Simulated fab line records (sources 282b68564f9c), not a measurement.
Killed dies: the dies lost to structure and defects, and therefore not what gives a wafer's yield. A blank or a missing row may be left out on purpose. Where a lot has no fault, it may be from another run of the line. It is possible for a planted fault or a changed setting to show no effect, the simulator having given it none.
A struck lot beside a sound one | flow rit cmos | 17 steps out of a route of 202
Sound: these wafers, L290.1, L290.3, L290.4. The struck wafers were L297.3, L297.4, L297.6. The cause comes at the end.
At each step with rows: each side's tool, then ch and its chambers, then its first start. Under that, the readings that differ: sound wafers | struck wafers | difference of the means | sigmas: that difference in standard deviations of wafers without a fault.
alike: a reading whose means differ by less than 2 such deviations, as well as words and numbers matching on both sides. not compared: withheld readings; readings where some wafer has no value; bounds like >300 that might hide an equal value; numbers whose values overlap and for which the record gives no deviation.
The two part at a step that has a row with sigmas, a row that says differs or no value, or rows on one side only. When numbers do not overlap yet have no deviation, they are printed without sigmas and do not part them. A reading that every wafer of one side lacks parts them only if that side has two wafers or more.

RIT_NWELL_TW_MEAS_10:
  struck on film metro-04, day 4 08:47; sound on film metro-02, day 2 23:08
  alike: NWELL_TW
then, 6 steps without rows for these wafers: RIT_PWELL_HMDS_00 (prime time 60 s); RIT_PWELL_COAT_01 (resist thk 1308 nm); RIT_PWELL_SOFTBAKE_02 (time 60 s); RIT_PWELL_EXPOSE_03 (exposes mask M3, target cd 43700 nm); RIT_PWELL_PEB_04; RIT_PWELL_DEVELOP_05 (develop time 68 s).
RIT_PWELL_OVL_MEAS_06:
  struck on overlay-02, day 4 09:43; sound on overlay-02, day 3 00:11
  alike: PWELL_OVL
then, 2 steps without rows for these wafers: RIT_PWELL_HARDBAKE_07 (time 120 s); RIT_PWELL_IMPLANT_08.
RIT_PWELL_STRIP_09: strips in O2, time 180 s.
  sound on plasma asher-03 ch 0,1, day 3 00:38; struck on plasma asher-04 ch 0,1, day 4 10:13
  alike: drypump motor current A
  not compared: rf hours counter h
RIT_PWELL_TW_MEAS_10:
  struck on film metro-04, day 4 10:20; sound on film metro-02, day 3 00:48
  alike: PWELL_TW
RIT_WELLDRIVE_ANNEAL_00: time 14700 s.
  sound on furnace-02 ch 0, day 3 00:52; struck on furnace-03 ch 0, day 4 10:54
  reading                | sound                | struck               | difference | sigmas
  spike tc centre C (C)  | 1102.2 1101.7 1102.4 | 1083.6 1080.8 1083.8 | -19.4      | -11
  spike tc load C (C)    | 1126 1127 1127       | 1112 1112 1114       | -14        | -4
  spike tc source C (C)  | 1122.2 1125.3 1124.1 | 1105.0 1106.0 1105.2 | -18.5      | -12
  tube center temp C (C) | 1099.9 1099.9 1100   | 1082.1 1081.8 1082.1 | -17.9      | -99 or more
  tube_center_temp_C_max | 1102.6 1102.3 1103.9 | 1085.4 1084.4 1085.1 | -18.0      | -43
  alike: zone power centre pct
RIT_WELLDRIVE_RS_MEAS_01: the measuring method here is four-point-probe.
  struck on film metro-03, day 4 16:01; sound on film metro-03, day 3 05:56
  reading           | sound             | struck            | difference | sigmas
  NWELL_RS (ohm/sq) | 274.1 274.9 274.2 | 295.9 296.9 295.5 | +21.7      | +24
RIT_WELLDRIVE_RS_MEAS_02: the measuring method here is four-point-probe.
  struck on film metro-03, day 4 16:08; sound on film metro-03, day 3 06:04
  reading           | sound             | struck            | difference | sigmas
  PWELL_RS (ohm/sq) | 430.9 431.7 430.6 | 448.4 449.0 449.3 | +17.8      | +13
then, 1 step without rows for these wafers: RIT_NRETRO_HMDS_00 (prime time 60 s).
RIT_M1_PROBE_99:
  struck on prober-01, day 5 20:24; sound on prober-02, day 4 11:40
  reading                             | sound                | struck               | difference | sigmas
  model.etest.nwell pinched.rs ohm sq | 339 338.6 335.4      | 373.2 375.5 380.8    | +38.8      |
  model.etest.pwell pinched.rs ohm sq | 464 460.6 461.7      | 477.1 476.2 477.6    | +14.9      |
  model.etest.pwell.rs ohm sq         | 427 423.4 420.4      | 434.6 437.4 432.3    | +11.2      |
  model.etest.field p metal.vt v (V)  | -28.67 -28.12 -29.02 | -27.22 -27.26 -26.59 | +1.58      |
  model.etest.field n.vt v (V)        | 36.95 36.98 36.79    | 37.61 38.06 38.51    | +1.15      |
  model.etest.field p.vt v (V)        | -13.03 -13.09 -13.06 | -11.59 -11.52 -11.42 | +1.55      |
  alike: killed_at_M0_to_M3, killed at contacts, killed at front end, killed dies, killed open, killed short
  not compared: model.etest.pmos narrow.drive ua um, model.etest.pmos_0p3.drive ua um

WHERE THEY PART
Earliest at RIT_WELLDRIVE_ANNEAL_00; latest, in this record, at RIT_WELLDRIVE_RS_MEAS_02. Later steps at which nothing parts them and some readings are alike: RIT_M1_PROBE_99.

WHY: what had been put in by the simulator
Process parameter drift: furnace-03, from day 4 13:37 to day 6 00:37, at RIT_WELLDRIVE_ANNEAL_00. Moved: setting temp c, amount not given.
